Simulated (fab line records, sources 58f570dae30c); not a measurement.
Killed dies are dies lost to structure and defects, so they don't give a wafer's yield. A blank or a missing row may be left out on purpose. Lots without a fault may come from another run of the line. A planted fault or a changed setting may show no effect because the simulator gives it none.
A struck lot beside a sound one | flow berkeley_cmos170 | 20 steps out of a route of 331
Sound: wafers L474.1, L474.5, L474.6. Struck: wafers L481.3, L481.5, L481.6. The cause comes at the end.
At each step with rows: each side's tool, then ch and its chambers, then its first start. Under that, the readings that differ: sound wafers | struck wafers | difference of the means | sigmas: that difference in standard deviations of wafers without a fault.
alike: readings whose means differ by less than 2 such deviations, and words and numbers that are the same on both sides. not compared: withheld readings, readings that some wafer has no value for, bounds like >300 that may hide the same value, and numbers for which the record gives no deviation and whose values overlap.
The two part at a step that has a row with sigmas, a row that says differs or no value, or rows on one side only. Numbers that don't overlap but have no deviation are shown without sigmas and don't part them. A reading that every wafer of one side lacks parts them only if that side has two wafers or more.

first, 1 step without rows for these wafers: UCB170_M3_PRE_CLEAN_00 (preclean etch time 60 s).
UCB170_M3_SPUTTER_01: material Al, target thk 900 nm, time 120 s.
  sound on pvd_sputter-03, day 10 13:07; struck on pvd_sputter-04, day 12 00:32
  alike: throttle_valve_pct
UCB170_M3_RS_MEAS_02: measures by four-point-probe.
  sound on film_metro-03, day 10 13:12; struck on film_metro-03, day 12 00:40
  alike: M3_AL_RS
UCB170_M3_THK_MEAS_03: measures by xrf.
  sound on film_metro-03, day 10 13:19; struck on film_metro-03, day 12 00:46
  alike: M3_AL_THK
then, 3 steps without rows for these wafers: UCB170_M3_HMDS_04 (prime time 60 s); UCB170_M3_COAT_05 (resist thk 900 nm); UCB170_M3_SOFTBAKE_06 (time 60 s).
UCB170_M3_STRIP_07: strips in O2.
  sound on plasma_asher-02 ch 0,1, day 10 14:40; struck on plasma_asher-02 ch 0,1, day 12 01:44
  alike: drypump_motor_current_A, oes_product_au, strip_time_to_endpoint_s
  not compared: rf_hours_counter_h
then, 4 steps without rows for these wafers: UCB170_M3_STRIP_08 (strips KrF in DMSO, time 600 s); UCB170_M3_COAT_09; UCB170_M3_COAT_10 (resist thk 900 nm); UCB170_M3_SOFTBAKE_11 (time 60 s).
UCB170_M3_EXPOSE_12: exposes mask METAL3, target cd 700 nm.
  sound on krf_scanner-02 ch 0, day 10 16:18; struck on krf_scanner-02 ch 0, day 12 03:00
  reading              | sound                | struck               | difference | sigmas
  exposure_dose_mJ_cm2 | 25.915 25.944 25.922 | 25.312 25.289 25.324 | -0.619     | -21
  alike: mask
then, 2 steps without rows for these wafers: UCB170_M3_PEB_13; UCB170_M3_DEVELOP_14 (develop time 45 s).
UCB170_M3_CD_MEAS_15: target cd 700 nm.
  sound on cd_sem-01, day 10 17:46; struck on cd_sem-01, day 12 03:23
  reading    | sound             | struck            | difference | sigmas
  cd_nm (nm) | 698.4 697.9 698.0 | 705.8 704.3 706.8 | +7.5       | +5
UCB170_M3_OVL_MEAS_16:
  sound on overlay-02, day 10 17:53; struck on overlay-01, day 12 03:29
  alike: M3_OVL
UCB170_M3_ETCH_17: etches BARC in N2/H2.
  sound on rie_diel-01 ch 0,1,2, day 10 17:56; struck on rie_diel-03 ch 0,1,2, day 12 03:31
  reading             | sound             | struck            | difference | sigmas
  model.M3.cd_nm (nm) | 699.4 697.3 697.9 | 704.8 704.5 706.8 | +7.2       |
  alike: drypump_motor_current_A, oes_product_au, throttle_valve_pct
UCB170_M3_METAL_ETCH_18: etches Al in Cl2/BCl3, stops on SiO2, target depth 1170 nm, time 195 s.
  sound on rie_metal-03 ch 0, day 10 17:58; struck on rie_metal-04 ch 0,1, day 12 03:37
  alike: drypump_motor_current_A, mfc_cl2_sccm, oes_product_au, throttle_valve_pct
  not compared: rf_hours_counter_h
UCB170_M3_PROBE_99:
  the record has rows for the struck wafers here (prober-02, day 12 04:11) and none for the sound ones

WHERE THEY PART
First at UCB170_M3_EXPOSE_12; last, within this record, at UCB170_M3_PROBE_99.

WHY: what the simulator had put in
Process parameter drift: krf_scanner-02, from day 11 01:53 on, at UCB170_M3_EXPOSE_12. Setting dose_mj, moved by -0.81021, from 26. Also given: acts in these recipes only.
